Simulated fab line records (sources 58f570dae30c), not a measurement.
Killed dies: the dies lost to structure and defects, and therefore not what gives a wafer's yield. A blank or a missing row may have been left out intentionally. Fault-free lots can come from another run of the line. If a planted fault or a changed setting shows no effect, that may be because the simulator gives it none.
Comparing a struck lot with a sound one ; flow berkeley_cmos170 ; 17 steps out of a route of 331
Sound: the wafers L492.1, L492.3, L492.5. The struck wafers were L493.2, L493.5, L493.6. The cause comes at the end.
For every step that has rows: the tool of each side, followed by ch and its chambers, followed by its first start. Under that, the readings that differ: sound wafers ; struck wafers ; difference of the means ; sigmas: that difference in standard deviations of wafers without a fault.
alike: a reading whose means differ by less than 2 such deviations, as well as words and numbers matching on both sides. not compared: withheld readings; readings where some wafer has no value; bounds like >300 that might hide an equal value; numbers whose values overlap and for which the record gives no deviation.
The two part at a step that has a row with sigmas, a row that says differs or no value, or rows on one side only. Non-overlapping numbers with no deviation appear without sigmas and do not part them. A reading missing from all wafers of one side parts the sides only when that side holds two or more wafers.

first, 1 step without rows for these wafers: UCB170_PLDD_DEVELOP_05 (develop time 45 s).
UCB170_PLDD_CD_MEAS_06 targets a cd of 1200 nm.
  sound on cd_sem-01, day 8 14:56; struck on cd_sem-01, day 8 15:14
  alike: cd_nm
UCB170_PLDD_OVL_MEAS_07:
  sound on overlay-01, day 8 15:04; struck on overlay-01, day 8 15:20
  alike: PLDD_OVL
then, 2 steps without rows for these wafers: UCB170_PLDD_IMPLANT_08; UCB170_PLDD_IMPLANT_09.
UCB170_PLDD_STRIP_10: strips in O2.
  sound on plasma_asher-03 ch 0,1, day 8 15:24; struck on plasma_asher-01 ch 0,1, day 8 15:40
reading;sound;struck;difference;sigmas
strip_time_to_endpoint_s (s);21.58 21.64 21.63;21.79 21.72 21.68;+0.11;+2
  alike: drypump_motor_current_A, oes_product_au
  not compared: rf_hours_counter_h
UCB170_PLDD_TW_MEAS_11:
  sound on film_metro-03, day 8 15:30; struck on film_metro-02, day 8 15:47
reading;sound;struck;difference;sigmas
PLDD_TW;998 990 996;1015 1013 1017;+20;+2
then, 5 steps without rows for these wafers: UCB170_PLDD_CLEAN_12 (cleans in SPM, time 600 s); UCB170_NLDD_HMDS_00 (prime time 60 s); UCB170_NLDD_COAT_01 (resist thk 900 nm); UCB170_NLDD_SOFTBAKE_02 (time 60 s); UCB170_NLDD_EXPOSE_03 (exposes mask NSELECT, target cd 1200 nm).
UCB170_NLDD_PEB_04:
  sound on litho_track-04 ch 0, day 8 16:29; struck on litho_track-04 ch 0, day 8 16:47
  alike: plate_temp_C
then, 1 step without rows for these wafers: UCB170_NLDD_DEVELOP_05 (develop time 45 s).
UCB170_NLDD_CD_MEAS_06 targets a cd of 1200 nm.
  sound on cd_sem-02, day 8 16:46; struck on cd_sem-01, day 8 17:03
reading;sound;struck;difference;sigmas
cd_nm (nm);1199.7 1198.6 1198.8;1222.6 1222.3 1224.3;+24.0;+20
UCB170_NLDD_OVL_MEAS_07:
  sound on overlay-02, day 8 16:53; struck on overlay-01, day 8 17:10
  alike: NLDD_OVL
UCB170_M3_PROBE_99:
  the record has rows for the sound wafers here (prober-01, day 10 01:38) and none for the struck ones

## WHERE THEY PART
Last at UCB170_M3_PROBE_99 as far as this record goes, first at UCB170_PLDD_STRIP_10.

WHY: whatever the simulator had introduced
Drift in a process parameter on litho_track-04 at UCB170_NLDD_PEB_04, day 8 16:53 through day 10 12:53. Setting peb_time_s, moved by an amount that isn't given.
